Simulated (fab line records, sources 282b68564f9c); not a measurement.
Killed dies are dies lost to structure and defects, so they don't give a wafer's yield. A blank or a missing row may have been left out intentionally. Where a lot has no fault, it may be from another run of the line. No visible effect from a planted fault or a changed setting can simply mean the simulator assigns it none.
Which tool was responsible? ; flow rit cmos ; 42 wafers from 14 lots sampled at 2 of the route's 202 steps

== WHAT THE GAUGES SHOWED, per wafer ==
RIT_NSD_OVL_MEAS_06. Usual: NSD_OVL gives -0.4 nm (standard deviation 1.3).
lot;measured;on;NSD_OVL (nm);flag
L587;day 3 01:17;overlay-01;-1.2 -0.3 -1.5;
L588;day 3 08:02;overlay-01;0.9 2.0 0.4;
L589;day 3 10:40;overlay-01;-3.6 -1.2 -1.5;
L590;day 3 18:04;overlay-02;-0.1 0.7 -0.2;
L591;day 3 23:50;overlay-01;-2.2 -1.9 -0.8;
L592;day 4 05:16;overlay-01;0.0 0.3 -0.3;
L596;day 5 05:07;overlay-02;-2.0 1.1 -0.5;
L598;day 5 12:48;overlay-02;-1.0 -0.1 2.1;
L604;day 6 17:22;overlay-02;-2.0 -2.6 -2.0;
L603;day 6 19:23;overlay-01;-2.2 -0.5 -1.9;
L605;day 6 21:44;overlay-01;2.6 1.6 1.9;
L606;day 7 03:56;overlay-02;0.5 -1.0 -1.1;
L607;day 7 06:54;overlay-01;0.4 1.5 -0.2;
L610;day 7 20:16;overlay-01;0.6 0.3 -0.2;

RIT_M1_CD_MEAS_09: the cd target is 2600 nm. Usual: cd nm reads 2600.0 nm (standard deviation 2.4).
lot;measured;on;cd nm (nm);flag
L587;day 3 08:31;cd sem-02;2602.4 2602.6 2602.9;
L588;day 3 15:14;cd sem-01;2599.6 2599.7 2599.1;
L589;day 3 17:56;cd sem-01;2601.2 2601.9 2600.7;
L590;day 4 01:39;cd sem-01;2606.1 2605.9 2603.1;
L591;day 4 07:04;cd sem-01;2601.8 2602.5 2600.8;
L592;day 4 12:33;cd sem-02;2597.3 2600.5 2598.0;
L596;day 5 12:20;cd sem-01;2599.0 2603.0 2599.9;
L598;day 5 19:56;cd sem-01;2600.6 2601.7 2600.3;
L604;day 7 00:50;cd sem-01;2600.3 2600.5 2598.6;
L603;day 7 02:57;cd sem-01;2599.7 2597.5 2601.1;
L605;day 7 04:43;cd sem-01;2595.9 2598.6 2598.6;
L606;day 7 11:22;cd sem-02;2597.5 2595.9 2597.7;
L607;day 7 14:16;cd sem-01;2599.1 2599.3 2600.5;
L610;day 8 03:25;cd sem-02;2600.1 2599.5 2601.5;

== WHICH TOOL RAN EACH LOT (tool, then ch and the chambers of the sampled wafers, then the start) ==
The record holds no process step before these readings.

== WHAT THE TOOLS THEMSELVES READ (means of the sampled wafers that have a number; where no wafer has one, the mark that the record gives instead) ==
The record holds no such reading with a usual standard deviation.

== THE ANSWER, worked out from the rows above alone ==
Rule: a lot counts as off when the mean over its wafers that have a number is more than 3 standard deviations away from the usual mean. Also off: a lot with no number at a reading for which 4 or more lots have one. All remaining lots with rows at the step are treated as sound. After the gauges, taken in route order, come the tools' own readings; for these a lot's mean is taken, as printed above. At the first step where some lot is off, the reading lying furthest off is the one used; lots without a number count as furthest.
No lot is off on any of the readings shown, so nothing can be concluded from this.

== WHAT THE SIMULATOR PUT IN ==
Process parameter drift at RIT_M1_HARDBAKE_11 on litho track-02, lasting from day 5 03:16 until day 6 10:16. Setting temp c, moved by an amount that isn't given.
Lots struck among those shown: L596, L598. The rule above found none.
